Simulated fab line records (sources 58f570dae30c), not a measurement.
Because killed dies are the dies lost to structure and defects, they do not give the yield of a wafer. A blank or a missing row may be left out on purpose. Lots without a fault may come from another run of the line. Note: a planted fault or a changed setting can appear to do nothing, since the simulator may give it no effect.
Comparing a struck lot with a sound one + flow berkeley-cmos170 + 19 steps out of a route of 331
Sound: wafers L519.1, L519.2, L519.5. Struck: wafers L515.2, L515.4, L515.5. The cause is given at the end.
For every step that has rows: the tool of each side, followed by ch and its chambers, followed by its first start. Under that, the readings that differ: sound wafers + struck wafers + difference of the means + sigmas: that difference in standard deviations of wafers without a fault.
alike: readings whose means differ by less than 2 such deviations, and words and numbers that are the same on both sides. not compared: withheld readings, readings that some wafer has no value for, bounds like >300 that may hide the same value, and numbers for which the record gives no deviation and whose values overlap.
A row with sigmas, a row that says differs or no value, or rows on one side alone: a step with any of these is where the two part. Numbers that don't overlap but have no deviation are shown without sigmas and don't part them. A reading missing from all wafers of one side parts the sides only when that side holds two or more wafers.

UCB170_NLDD_OVL_MEAS_07:
  sound: overlay-01 at day 9 03:38; struck: overlay-02 at day 8 08:30
  alike: NLDD_OVL
then, 2 steps without rows for these wafers: UCB170_NLDD_IMPLANT_08; UCB170_NLDD_IMPLANT_09.
UCB170_NLDD_STRIP_10: strips in O2.
  sound on plasma-asher-01 ch 0,1, day 9 04:10; struck on plasma-asher-01 ch 0,1, day 8 08:50
  alike: drypump-motor-current-A, o2-flow-sccm, oes-product-au, strip-time-to-endpoint-s
  not compared: rf-hours-counter-h
UCB170_NLDD_TW_MEAS_11:
  sound: film-metro-04 at day 9 04:16; struck: film-metro-01 at day 8 08:56
  alike: NLDD_TW
then, 1 step without rows for these wafers: UCB170_NLDD_CLEAN_12 (cleans in SPM, time 600 s).
UCB170_SPACER_CVD_00: deposits SiO2 from TEOS/O2, target thk 376 nm, time 47 s.
  sound on pecvd-01 ch 1,2, day 9 04:43; struck on pecvd-01 ch 0,1, day 8 09:20
  alike: heater-power-w
  not compared: since-wet-clean-h
UCB170_SPACER_THK_MEAS_01:
  sound: film-metro-02 at day 9 04:45; struck: film-metro-04 at day 8 09:24
  alike: SPACER_TEOS_THK
then, 1 step without rows for these wafers: UCB170_SPACER_ANNEAL_02 (time 1800 s).
UCB170_SPACER_ETCHBACK_03: etches SiO2 in CHF3/CF4/Ar, stops on Si, target depth 376 nm, time 100 s.
  sound on rie-diel-04 ch 0,3, day 9 08:14; struck on rie-diel-01 ch 1,3, day 8 17:08
  alike: drypump-motor-current-A, oes-product-au, throttle-valve-pct
  not compared: rf-hours-counter-h
then, 2 steps without rows for these wafers: UCB170_PSD_HMDS_00 (prime time 60 s); UCB170_PSD_COAT_01 (resist thk 900 nm).
UCB170_PSD_SOFTBAKE_02: time 60 s.
  sound on litho-track-04 ch 0, day 9 09:22; struck on litho-track-03 ch 0, day 8 17:54
| reading                  | sound                | struck               | difference | sigmas |
|--------------------------|----------------------|----------------------|------------|--------|
| heater-power-total-W (W) | 56.86 56.80 56.76    | 55.58 55.54 55.54    | -1.25      | -26    |
| plate-temp-C (C)         | 129.88 129.87 130.01 | 128.01 127.87 127.90 | -1.99      | -13    |
then, 3 steps without rows for these wafers: UCB170_PSD_EXPOSE_03 (exposes mask PSELECT MOD, target cd 1200 nm); UCB170_PSD_PEB_04; UCB170_PSD_DEVELOP_05 (develop time 45 s).
UCB170_PSD_CD_MEAS_06 targets a cd of 1200 nm.
  sound: cd-sem-02 at day 9 10:31; struck: cd-sem-01 at day 8 18:41
| reading    | sound                | struck               | difference | sigmas |
|------------|----------------------|----------------------|------------|--------|
| cd-nm (nm) | 1199.2 1198.9 1198.6 | 1195.4 1195.9 1195.2 | -3.4       | -3     |
UCB170_PSD_OVL_MEAS_07:
  sound: overlay-01 at day 9 10:38; struck: overlay-01 at day 8 18:47
  alike: PSD_OVL
UCB170_M3_PROBE_99:
  record: rows for the struck wafers here (prober-02, day 10 01:50), none for the sound ones

WHERE THEY PART
Last at UCB170_M3_PROBE_99 as far as this record goes, first at UCB170_PSD_SOFTBAKE_02.

WHY: the cause the simulator had injected
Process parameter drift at UCB170_PSD_SOFTBAKE_02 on litho-track-03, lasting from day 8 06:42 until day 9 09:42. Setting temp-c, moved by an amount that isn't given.
